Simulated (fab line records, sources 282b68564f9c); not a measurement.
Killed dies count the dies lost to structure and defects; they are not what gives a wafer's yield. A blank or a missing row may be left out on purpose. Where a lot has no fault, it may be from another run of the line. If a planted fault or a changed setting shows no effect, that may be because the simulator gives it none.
A struck lot beside a sound one | flow ritCmos | 21 out of 202 route steps
Sound: these wafers, L786.2, L786.3, L786.5. Wafers L793.1, L793.2, L793.5 were the ones struck. The cause is given at the end.
Each step with rows lists, per side, the tool, then ch with its chambers, then its first start. Under that, the readings that differ: sound wafers | struck wafers | difference of the means | sigmas: that difference in standard deviations of wafers without a fault.
alike: readings whose means differ by less than 2 such deviations, and words and numbers that are the same on both sides. not compared: withheld readings, readings that some wafer has no value for, bounds like >300 that may hide the same value, and numbers for which the record gives no deviation and whose values overlap.
Wherever a step has rows on one side only, a row that says differs or no value, or a row with sigmas, the two part there. Numbers that don't overlap but have no deviation are shown without sigmas and don't part them. A reading missing from all wafers of one side parts the sides only when that side holds two or more wafers.

first, 1 step without rows for these wafers: RIT_CONTACT_HARDBAKE_10 (time 60 s).
RIT_CONTACT_ETCH_11: etches SiO2 in CHF3/CF4/Ar, stops on TiSi2, target depth 480 nm, time 320 s.
  sound on rieDiel-04 ch 2,3, day 3 07:47; struck on rieDiel-01 ch 0,1,2, day 4 17:01
  alike: drypumpMotorCurrentA, oesProductAu, throttleValvePct
  not compared: rfHoursCounterH
RIT_CONTACT_STRIP_12: strips in O2, time 180 s.
  sound on plasmaAsher-02 ch 0,1, day 3 07:59; struck on plasmaAsher-01 ch 0,1, day 4 17:12
  alike: drypumpMotorCurrentA
  not compared: rfHoursCounterH
RIT_CONTACT_CD_MEAS_90 targets a cd of 1000 nm.
  sound on cdSem-02, day 3 08:11; struck on cdSem-01, day 4 17:23
  alike: cdNm
then, 2 steps without rows for these wafers: RIT_CONTACT_CLEAN_13 (cleans in SC1, time 600 s); RIT_CONTACT_CLEAN_14 (cleans in SC2, time 600 s).
RIT_M1_SPUTTER_00: material Al, target thk 400 nm, time 500 s.
  sound on pvdSputter-02, day 3 08:38; struck on pvdSputter-02, day 4 17:51
  alike: chamberPressurePa, throttleValvePct
RIT_M1_RS_MEAS_01: uses a four-point probe to measure.
  sound on filmMetro-02, day 3 08:58; struck on filmMetro-03, day 4 18:08
  alike: M1_AL_RS
RIT_M1_THK_MEAS_02: measures by xrf.
  sound on filmMetro-02, day 3 09:04; struck on filmMetro-03, day 4 18:16
  alike: M1_AL_THK
then, 3 steps without rows for these wafers: RIT_M1_HMDS_03 (prime time 61.49 s); RIT_M1_COAT_04 (resist thk 1300 nm); RIT_M1_SOFTBAKE_05 (time 60 s).
RIT_M1_EXPOSE_06: exposes mask M12, target cd 2600 nm.
  sound on ilineStepper-01 ch 0, day 3 09:35; struck on ilineStepper-02 ch 0, day 4 18:54
reading | sound             | struck                     | difference | sigmas
mask    | M12#0 M12#0 M12#0 | M12_R1#0 M12_R1#0 M12_R1#0 | differs    | 
then, 2 steps without rows for these wafers: RIT_M1_PEB_07; RIT_M1_DEVELOP_08 (develop time 68 s).
RIT_M1_CD_MEAS_09 targets a cd of 2600 nm.
  sound on cdSem-02, day 3 10:01; struck on cdSem-01, day 4 19:22
reading   | sound                | struck               | difference | sigmas
cdNm (nm) | 2597.8 2597.7 2596.1 | 2246.4 2248.3 2247.9 | -349.7     | -99 or more
RIT_M1_OVL_MEAS_10:
  sound on overlay-01, day 3 10:07; struck on overlay-02, day 4 19:29
reading     | sound       | struck         | difference | sigmas
M1_OVL (nm) | 2.1 1.1 2.3 | -2.3 -2.7 -0.7 | -3.7       | -3
then, 1 step without rows for these wafers: RIT_M1_HARDBAKE_11 (time 120 s).
RIT_M1_METAL_ETCH_12: etches Al in Cl2/BCl3, stops on SiO2, time 165 s, target depth 600 nm.
  sound on rieMetal-02 ch 0,1, day 3 10:34; struck on rieMetal-04 ch 0,1, day 4 19:47
reading            | sound          | struck         | difference | sigmas
model.M1.cdNm (nm) | 2598 2598 2596 | 2249 2249 2250 | -348       | 
  alike: drypumpMotorCurrentA, oesProductAu, throttleValvePct
  not compared: rfHoursCounterH
then, 1 step without rows for these wafers: RIT_M1_STRIP_13 (strips in nmp, time 600 s).
RIT_M1_PROBE_99:
  sound on prober-01, day 3 12:52; struck on prober-01, day 4 22:02
reading                                | sound                | struck               | difference | sigmas
defectLimitedYield (%)                 | 95.8 95.5 98.1       | 90.9 89.4 86.0       | -7.7       | -7
killed_at_M0_to_M3                     | 0 0 0                | 20 22 29             | +24        | 
killedDies                             | 11 12 5              | 24 28 37             | +20        | +7
killedOnRim                            | 2 4 3                | 17 18 26             | +17        | +12
sort_bin_5_function (%)                | 2.3 2.7 0.8          | 8.3 9.8 13.3         | +8.5       | +11
sortNPass                              | 253.0 252.0 259.0    | 240.0 236.0 227.0    | -20.3      | -7
sortYieldPct (%)                       | 95.8 95.5 98.1       | 90.9 89.4 86.0       | -7.7       | -7
model.etest.m1.widthNm (nm)            | 2600 2603 2605       | 2246 2248 2246       | -356       | 
model.etest.tester.sortNPass           | 253 252 259          | 240 236 227          | -20        | 
model.etest.tester.sortYieldPct (%)    | 95.83 95.45 98.11    | 90.91 89.39 85.98    | -7.70      | 
model.etest.tester.sort_bin_5_pct (%)  | 2.273 2.652 0.7576   | 8.333 9.848 13.26    | +8.586     | 
model.etest.nmos_0p15.junctionLog10AUm | -13.56 -13.54 -13.5  | -11.89 -12.03 -12.19 | +1.50      | 
model.etest.nmosNarrow.offLog10AUm     | -12.99 -13.24 -13.15 | -11.87 -12.01 -12.16 | +1.11      | 
model.etest.nmos_0p3.offLog10AUm       | -12.92 -12.9 -13.01  | -11.87 -12 -12.14    | +0.94      | 
model.etest.gateEndArray.leakLog10AUm  | -12.85 -12.75 -12.93 | -11.61 -11.74 -11.96 | +1.07      | 
  alike: killedAtFrontEnd, killedOpen, killedShort, sort_bin_3_pad_short, sort_bin_6_memory

== WHERE THEY PART ==
First at RIT_M1_EXPOSE_06; last, within this record, at RIT_M1_PROBE_99.

WHY: the cause the simulator had injected
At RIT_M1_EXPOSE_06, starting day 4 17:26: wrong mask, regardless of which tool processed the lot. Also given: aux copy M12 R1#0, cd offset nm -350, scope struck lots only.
